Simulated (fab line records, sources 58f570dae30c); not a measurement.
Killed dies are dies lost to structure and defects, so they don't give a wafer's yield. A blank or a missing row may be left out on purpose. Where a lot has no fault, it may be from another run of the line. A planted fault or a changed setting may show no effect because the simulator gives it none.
Which tool did it?	flow berkeleyCmos170	Sampling: 14 lots, 42 wafers, 6 of 331 route steps

== WHAT THE GAUGES READ, wafer by wafer ==
UCB170_ACTIVE_THK_MEAS_06. Usual: ACTIVE_NITRIDE_THK 219.5 nm, standard deviation 1.5.
lot	measured	on	ACTIVE_NITRIDE_THK (nm)	flag
L613	day 4 01:18	filmMetro-04	220.2 219.9 220.8	
L614	day 4 11:33	filmMetro-02	219.8 219.0 219.2	
L615	day 4 22:31	filmMetro-04	219.2 216.8 218.1	
L619	day 5 17:09	filmMetro-04	221.3 220.8 223.3	
L620	day 5 17:09	filmMetro-02	218.6 218.4 220.2	
L626	day 6 20:14	filmMetro-01	220.2 220.5 219.5	
L627	day 7 04:25	filmMetro-02	300.3 298.4 298.5	OFF
L628	day 7 04:24	filmMetro-04	301.9 300.0 300.1	OFF
L629	day 7 10:16	filmMetro-04	218.5 220.3 219.0	
L631	day 7 13:35	filmMetro-02	221.7 220.4 219.7	
L632	day 8 08:31	filmMetro-01	220.9 222.4 220.3	
L633	day 8 08:32	filmMetro-02	220.1 219.7 219.6	
L634	day 8 08:31	filmMetro-04	217.7 217.9 216.5	
L635	day 8 20:47	filmMetro-04	219.2 220.1 218.8	

UCB170_V2_THK_MEAS_04. Usual: V2_POLISHED_THK 999.9 nm, standard deviation 0.92.
lot	measured	on	V2_POLISHED_THK (nm)	flag
L613	day 7 09:30	filmMetro-04	999.9 1000.2 999.2	
L614	day 7 17:04	filmMetro-04	1000.5 1000.6 1001.5	
L615	day 8 09:48	filmMetro-03	1001.1 1001.4 999.9	
L619	day 9 03:10	filmMetro-03	999.6 999.9 998.7	
L620	day 9 03:20	filmMetro-01	1000.1 1000.0 1000.5	
L626	day 10 05:46	filmMetro-01	998.9 1000.6 1000.8	
L629	day 10 18:35	filmMetro-03	1000.4 998.0 1001.9	
L631	day 10 22:28	filmMetro-01	1000.5 999.7 1000.3	
L632	day 11 18:55	filmMetro-04	998.3 999.4 1000.0	
L633	day 11 18:21	filmMetro-03	998.8 998.6 999.4	
L634	day 11 18:37	filmMetro-03	999.5 999.0 999.4	
L635	day 12 07:05	filmMetro-01	1001.5 1001.1 999.8	

== TOOL THAT RAN EACH LOT (tool first, then ch and the chambers of the sampled wafers, then the start) ==
lot	UCB170_ACTIVE_CVD_05	UCB170_ACTIVE_ETCH_15	UCB170_CONTACT_STRIP_19	UCB170_V2_CVD_00
L613	lpcvd-02 ch 0, day 3 23:22	rieDiel-04 ch 0,2,3, day 4 02:47	plasmaAsher-03 ch 0,1, day 6 22:22	pecvd-04 ch 0,2, day 7 08:51
L614	lpcvd-01 ch 0, day 4 09:37	rieDiel-01 ch 0,2,3, day 4 12:48	plasmaAsher-02 ch 0,1, day 7 04:44	pecvd-01 ch 0,2, day 7 16:25
L615	lpcvd-01 ch 0, day 4 20:35	rieDiel-03 ch 1,3, day 5 00:41	plasmaAsher-03 ch 0,1, day 7 21:50	pecvd-01 ch 0,1, day 8 09:03
L619	lpcvd-02 ch 0, day 5 15:13	rieDiel-03 ch 0,1,3, day 5 18:32	plasmaAsher-04 ch 0, day 8 14:32	pecvd-02 ch 1,2, day 9 02:32
L620	lpcvd-02 ch 1, day 5 15:13	rieDiel-01 ch 0,2,3, day 5 18:36	plasmaAsher-04 ch 0,1, day 8 11:40	pecvd-01 ch 1,2, day 9 02:41
L626	lpcvd-01 ch 0, day 6 18:17	rieDiel-03 ch 0,2,3, day 6 21:52	plasmaAsher-03 ch 0,1, day 9 15:48	pecvd-01 ch 0,1,2, day 10 05:11
L627	lpcvd-02 ch 1, day 7 02:29	rieDiel-04 ch 0,2, day 7 05:42	-	-
L628	lpcvd-02 ch 1, day 7 02:29	rieDiel-03 ch 1,2, day 7 05:28	-	-
L629	lpcvd-02 ch 0, day 7 08:19	rieDiel-01 ch 1,2,3, day 7 11:37	plasmaAsher-04 ch 0,1, day 10 02:24	pecvd-01 ch 0,1,2, day 10 17:59
L631	lpcvd-02 ch 0, day 7 11:40	rieDiel-01 ch 0,2, day 7 14:53	plasmaAsher-04 ch 0,1, day 10 10:48	pecvd-02 ch 0,1, day 10 21:50
L632	lpcvd-01 ch 0, day 8 06:35	rieDiel-03 ch 0,1,3, day 8 09:49	plasmaAsher-03 ch 0,1, day 11 00:10	pecvd-02 ch 0,2, day 11 18:14
L633	lpcvd-01 ch 1, day 8 06:35	rieDiel-01 ch 0,1, day 8 10:03	plasmaAsher-03 ch 0,1, day 10 23:27	pecvd-01 ch 0,1,2, day 11 17:46
L634	lpcvd-01 ch 1, day 8 06:35	rieDiel-04 ch 0,3, day 8 09:41	plasmaAsher-02 ch 0,1, day 11 01:13	pecvd-04 ch 0,1,2, day 11 17:58
L635	lpcvd-01 ch 1, day 8 18:50	rieDiel-03 ch 1,2,3, day 8 21:49	plasmaAsher-03 ch 0,1, day 11 15:27	pecvd-02 ch 0,1,2, day 12 06:25
- UCB170_ACTIVE_CVD_05: deposits Si3N4 from SiH2Cl2/NH3, target thk 220 nm, time 3300 s.
- UCB170_ACTIVE_ETCH_15: etches Si3N4 in CH3F/Ar/O2, stops on SiO2, target depth 242 nm, time 151 s.
- UCB170_CONTACT_STRIP_19: strips in O2.
- UCB170_V2_CVD_00: deposits SiO2 from TEOS/O2, target thk 2000 nm, time 250 s.

== AS READ BY THE TOOLS THEMSELVES (means over the sampled wafers that have a number; for cases with no such wafer, the mark the record gives instead) ==
UCB170_ACTIVE_CVD_05. Usual: spikeTcCentreC 803.1 C, standard deviation 1.1; spikeTcLoadC 824 C, standard deviation 3.5; spikeTcSourceC 823 C, standard deviation 3.2; susceptorTempC 800.0 C, standard deviation 0.32.
lot	tool	spikeTcCentreC (C)	spikeTcLoadC (C)	spikeTcSourceC (C)	susceptorTempC (C)	flag
L613	lpcvd-02	802.8	827	823	800.1	
L614	lpcvd-01	802.7	819	827	800.4	
L615	lpcvd-01	801.2	820	827	799.7	
L619	lpcvd-02	802.9	828	823	800.3	
L620	lpcvd-02	802.9	824	825	799.7	
L626	lpcvd-01	802.6	818	826	800.1	
L627	lpcvd-02	820.0	843	844	817.6	OFF
L628	lpcvd-02	820.5	842	843	818.0	OFF
L629	lpcvd-02	804.4	827	823	800.2	
L631	lpcvd-02	803.0	828	822	800.2	
L632	lpcvd-01	802.5	819	826	799.9	
L633	lpcvd-01	803.0	825	819	799.9	
L634	lpcvd-01	803.7	825	819	800.0	
L635	lpcvd-01	803.4	825	819	800.1	

UCB170_ACTIVE_ETCH_15. Usual: drypumpMotorCurrentA 6.0 A, standard deviation 0.58; oesProductAu 0.949 a.u., standard deviation 0.012; throttleValvePct 8.04 %, standard deviation 0.14.
lot	tool	drypumpMotorCurrentA (A)	oesProductAu (a.u.)	throttleValvePct (%)	flag
L613	rieDiel-04	5.9	0.948	8.11	
L614	rieDiel-01	6.5	0.942	8.06	
L615	rieDiel-03	5.9	0.958	8.10	
L619	rieDiel-03	5.9	0.957	8.09	
L620	rieDiel-01	6.5	0.948	8.05	
L626	rieDiel-03	5.8	0.958	8.07	
L627	rieDiel-04	6.1	1.001	8.03	OFF
L628	rieDiel-03	5.6	1.008	8.04	OFF
L629	rieDiel-01	6.1	0.954	7.94	
L631	rieDiel-01	6.6	0.954	7.98	
L632	rieDiel-03	5.9	0.956	8.10	
L633	rieDiel-01	5.8	0.942	7.93	
L634	rieDiel-04	5.3	0.945	8.23	
L635	rieDiel-03	5.8	0.954	8.06	

UCB170_CONTACT_STRIP_19. Usual: drypumpMotorCurrentA 5.7 A, standard deviation 0.45; oesProductAu 0.726 a.u., standard deviation 0.0043.
lot	tool	drypumpMotorCurrentA (A)	oesProductAu (a.u.)	flag
L613	plasmaAsher-03	5.2	0.723	
L614	plasmaAsher-02	6.0	0.721	
L615	plasmaAsher-03	5.2	0.723	
L619	plasmaAsher-04	6.3	0.724	
L620	plasmaAsher-04	6.1	0.725	
L626	plasmaAsher-03	5.2	0.727	
L629	plasmaAsher-04	6.1	0.721	
L631	plasmaAsher-04	6.1	0.724	
L632	plasmaAsher-03	5.3	0.728	
L633	plasmaAsher-03	5.3	0.724	
L634	plasmaAsher-02	5.7	0.724	
L635	plasmaAsher-03	5.3	0.728	

UCB170_V2_CVD_00. Usual: heaterPowerW 264 W, standard deviation 55; susceptorTempC 390.01 C, standard deviation 0.25.
lot	tool	heaterPowerW (W)	susceptorTempC (C)	flag
L613	pecvd-04	229	390.14	
L614	pecvd-01	263	390.24	
L615	pecvd-01	293	389.74	
L619	pecvd-02	278	390.32	
L620	pecvd-01	222	389.75	
L626	pecvd-01	211	389.96	
L629	pecvd-01	238	390.24	
L631	pecvd-02	260	390.06	
L632	pecvd-02	290	390.00	
L633	pecvd-01	252	390.01	
L634	pecvd-04	245	390.06	
L635	pecvd-02	318	389.80	

== THE ANSWER, worked out from the rows above alone ==
Rule: lot off if the mean of its wafers having a number is beyond 3 standard deviations from the usual mean. Also off: a lot with no number at a reading for which 4 or more lots have one. Where the step has rows for the other lots, those lots are counted as sound. After the gauges, taken in route order, come the tools' own readings; for these a lot's mean is taken, as printed above. At the first step where some lot is off, the reading lying furthest off is the one used; lots without a number count as furthest.
Off: L627, L628, at UCB170_ACTIVE_THK_MEAS_06 (ACTIVE_NITRIDE_THK).
A tool fits if, at a process step before that reading, it ran every lot that is off, and no sound lot after the first of them. Not tried: the gauges at UCB170_ACTIVE_THK_MEAS_06; whatever is off there is also off at UCB170_ACTIVE_CVD_05, on other tools, and gauge error can't account for it. None of those tried fits.

== WHAT THE SIMULATOR HAD PUT IN ==
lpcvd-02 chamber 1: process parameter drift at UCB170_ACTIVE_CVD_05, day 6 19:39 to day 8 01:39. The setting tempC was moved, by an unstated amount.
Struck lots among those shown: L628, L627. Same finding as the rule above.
